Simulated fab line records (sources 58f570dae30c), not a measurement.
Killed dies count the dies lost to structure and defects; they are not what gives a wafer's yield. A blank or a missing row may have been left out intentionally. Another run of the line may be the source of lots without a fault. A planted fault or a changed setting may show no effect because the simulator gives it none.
A single fault, viewed from 2 desks / flow berkeley cmos170 / each desk holds nothing but its own numbers, with what lay behind them at the end

== DESK OF THE TOOL OWNER: pvd sputter-01 ==
The tool's own readings at UCB170_M3_SPUTTER_01 (material Al, target thk 900 nm, time 120 s): means of the sampled wafers that have a number, for each lot that ran on this tool. A lot is out of limits, marked OUT, if its mean lies more than 4 standard deviations from the usual mean; the brackets give that distance.
Columns: A = throttle valve pct at UCB170_M3_SPUTTER_01, usual 29.7 %
lot=L416; first seen here=day 9 13:25; A=30.1
lot=L422; first seen here=day 10 16:47; A=29.4
lot=L420; first seen here=day 10 19:23; A=29.7
lot=L424; first seen here=day 10 21:08; A=30.0
lot=L426; first seen here=day 11 08:06; A=30.1
This desk's verdict: no lot among the 5 shows anything out of limits.

== THE METROLOGY DESK ==
What the gauges read, lot by lot, whatever tool the lot ran on: means of the sampled wafers that have a number. A lot is out of limits, marked OUT, if its mean lies more than 4 standard deviations from the usual mean; the brackets give that distance.
Columns: A = M3_AL_RS at UCB170_M3_RS_MEAS_02, usual 0.0322 ohm/sq; B = M3_AL_THK at UCB170_M3_THK_MEAS_03, usual 893 nm
lot=L412; first seen here=day 7 22:14; A=0.0321; B=894
lot=L409; first seen here=day 7 22:28; A=0.0323; B=899
lot=L411; first seen here=day 8 02:32; A=0.0325; B=896
lot=L414; first seen here=day 9 09:10; A=0.0322; B=897
lot=L416; first seen here=day 9 13:32; A=0.0326; B=870
lot=L418; first seen here=day 9 13:48; A=0.0321; B=902
lot=L422; first seen here=day 10 16:52; A=0.0325; B=893
lot=L423; first seen here=day 10 18:10; A=0.0320; B=896
lot=L420; first seen here=day 10 19:29; A=0.0304 (-4.6) OUT; B=943 (+4.1) OUT
lot=L424; first seen here=day 10 21:14; A=0.0300 (-5.5) OUT; B=963 (+5.9) OUT
lot=L428; first seen here=day 11 06:46; A=0.0324; B=897
lot=L426; first seen here=day 11 08:12; A=0.0303 (-4.7) OUT; B=948 (+4.6) OUT
lot=L429; first seen here=day 11 23:34; A=0.0323; B=885
lot=L431; first seen here=day 12 07:09; A=0.0325; B=890
lot=L430; first seen here=day 12 09:25; A=0.0318; B=899
This desk reports L420, L424, L426 out of limits; the earliest was L420 at day 10 19:29 (M3_AL_RS at UCB170_M3_RS_MEAS_02). In limits: L412, L409, L411, L414, L416, L418, L422, L423, L428, L429, L431, L430.

== BROUGHT TOGETHER ==
The metrology desk could have raised an alarm at day 10 19:29, on L420, L424, L426.
The desk of the tool owner found nothing out of limits.
Tool owner's desk: L420, L424, L426 on record, inside its limits.
On pvd sputter-01, each named lot ran UCB170_M3_SPUTTER_01.

== WHAT THE SIMULATOR PUT IN ==
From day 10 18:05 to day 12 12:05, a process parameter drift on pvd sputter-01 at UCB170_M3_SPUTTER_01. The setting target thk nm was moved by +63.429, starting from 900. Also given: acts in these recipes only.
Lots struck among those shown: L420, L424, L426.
Time in hours between the start of the fault and the first out-of-limits reading at each desk: metrology desk, 1.
